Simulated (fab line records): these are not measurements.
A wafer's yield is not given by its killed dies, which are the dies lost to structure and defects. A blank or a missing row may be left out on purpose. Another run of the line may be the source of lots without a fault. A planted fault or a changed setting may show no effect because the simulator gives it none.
The tool behind it: which one? | flow berkeley cmos170 | 13 lots, 39 wafers sampled, at 3 steps of a route of 331

== WHAT THE GAUGES SHOWED, per wafer ==
UCB170_PWELL_OVL_MEAS_13. Usual: PWELL_OVL 0 nm, standard deviation 5.5.
lot  | measured    | on         | PWELL_OVL (nm) | flag
L317 | day 3 09:47 | overlay-01 | 0 6 8          |
L320 | day 4 06:53 | overlay-01 | -2 0 -1        |
L319 | day 4 07:05 | overlay-02 | -6 -7 0        |
L321 | day 4 08:08 | overlay-01 | -1 0 -6        |
L322 | day 4 08:25 | overlay-02 | 6 9 4          |
L324 | day 4 13:53 | overlay-01 | 2 3 11         |
L327 | day 5 06:11 | overlay-02 | -5 13 -2       |
L329 | day 5 14:11 | overlay-02 | -1 -1 5        |
L328 | day 5 14:13 | overlay-02 | 0 11 -6        |
L336 | day 7 07:53 | overlay-01 | -6 4 -10       |
L338 | day 8 03:06 | overlay-02 | 4 5 0          |
L339 | day 8 03:22 | overlay-02 | -3 -3 -6       |
L340 | day 8 12:56 | overlay-02 | -8 2 -3        |

UCB170_PVT_OVL_MEAS_06. Usual: PVT_OVL -4 nm, standard deviation 5.4.
lot  | measured     | on         | PVT_OVL (nm) | flag
L317 | day 6 15:55  | overlay-02 | -1 -7 1      |
L320 | day 7 02:14  | overlay-01 | -12 -14 1    |
L319 | day 7 01:58  | overlay-02 | -7 -13 -17   |
L321 | day 7 07:19  | overlay-01 | -5 1 -12     |
L322 | day 7 08:10  | overlay-02 | -6 -3 -11    |
L324 | day 7 23:12  | overlay-01 | -6 -7 4      |
L327 | day 8 18:07  | overlay-01 | 1 0 2        |
L329 | day 9 06:42  | overlay-01 | -3 -10 -8    |
L328 | day 9 06:07  | overlay-01 | -3 -9 -12    |
L336 | day 10 23:41 | overlay-02 | -1 -3 -1     |
L338 | day 11 15:37 | overlay-01 | -6 -8 -6     |
L339 | day 11 15:57 | overlay-01 | -7 3 1       |
L340 | day 12 02:33 | overlay-01 | -8 3 -7      |

== WHAT TOOL EACH LOT RAN ON (gives the tool, then ch and the chambers of the sampled wafers, and finally the start) ==
lot  | UCB170_PWELL_STRIP_16
L317 | plasma asher-02 ch 0,1, day 3 10:05
L320 | plasma asher-04 ch 0,1, day 4 07:10
L319 | plasma asher-01 ch 0,1, day 4 07:22
L321 | plasma asher-01 ch 0,1, day 4 08:25
L322 | plasma asher-04 ch 0,1, day 4 08:43
L324 | plasma asher-02 ch 0,1, day 4 14:12
L327 | plasma asher-01 ch 0,1, day 5 06:30
L329 | plasma asher-02 ch 0,1, day 5 14:29
L328 | plasma asher-01 ch 0,1, day 5 14:32
L336 | plasma asher-04 ch 0,1, day 7 08:11
L338 | plasma asher-02 ch 0,1, day 8 03:23
L339 | plasma asher-04 ch 0,1, day 8 03:48
L340 | plasma asher-04 ch 0,1, day 8 13:13
- UCB170_PWELL_STRIP_16: strips in O2.

== AS READ BY THE TOOLS THEMSELVES (means over the sampled wafers that have a number; for cases with no such wafer, the mark the record gives instead) ==
UCB170_PWELL_STRIP_16. Usual: chamber pressure mTorr 3500.1 mTorr, standard deviation 3; drypump motor current A 5.5 A, standard deviation 0.46; oes product au 0.720 a.u., standard deviation 0.0041; strip time to endpoint s 18.01 s, standard deviation 0.084.
lot  | tool            | chamber pressure mTorr (mTorr) | drypump motor current A (A) | oes product au (a.u.) | strip time to endpoint s (s) | flag
L317 | plasma asher-02 | 3502.1                         | 5.8                         | 0.720                 | 18.08                        |
L320 | plasma asher-04 | 3499.7                         | 5.1                         | 0.719                 | 17.89                        |
L319 | plasma asher-01 | 3497.1                         | 5.6                         | 0.717                 | 18.07                        |
L321 | plasma asher-01 | 3497.5                         | 5.6                         | 0.718                 | 18.04                        |
L322 | plasma asher-04 | 3502.0                         | 5.1                         | 0.720                 | 18.04                        |
L324 | plasma asher-02 | 3501.3                         | 5.8                         | 0.722                 | 18.02                        |
L327 | plasma asher-01 | 3501.0                         | 5.9                         | 0.717                 | 17.96                        |
L329 | plasma asher-02 | 3499.6                         | 5.8                         | 0.721                 | 18.04                        |
L328 | plasma asher-01 | 3501.5                         | 5.9                         | 0.720                 | 17.92                        |
L336 | plasma asher-04 | 3502.9                         | 5.1                         | 0.717                 | 17.92                        |
L338 | plasma asher-02 | 3500.0                         | 5.5                         | 0.720                 | 18.02                        |
L339 | plasma asher-04 | 3498.3                         | 5.1                         | 0.719                 | 18.02                        |
L340 | plasma asher-04 | 3500.7                         | 5.1                         | 0.720                 | 18.01                        |

== THE ANSWER, worked out from the rows above alone ==
Rule: take the mean of a lot's wafers that have a number; if it is more than 3 standard deviations from the usual mean, the lot is off. A lot without any number at a reading at which 4 lots or more have one is off too. Where the step has rows for the other lots, those lots are counted as sound. First the gauges in route order, then the tools' own readings, where a lot's mean is used as printed above. The first step at which some lot is off is used, and at that step the reading that is off furthest; a lot without a number counts as furthest.
No lot is off on any of the readings shown, so nothing can be concluded from this.

== WHAT WAS PUT IN BY THE SIMULATOR ==
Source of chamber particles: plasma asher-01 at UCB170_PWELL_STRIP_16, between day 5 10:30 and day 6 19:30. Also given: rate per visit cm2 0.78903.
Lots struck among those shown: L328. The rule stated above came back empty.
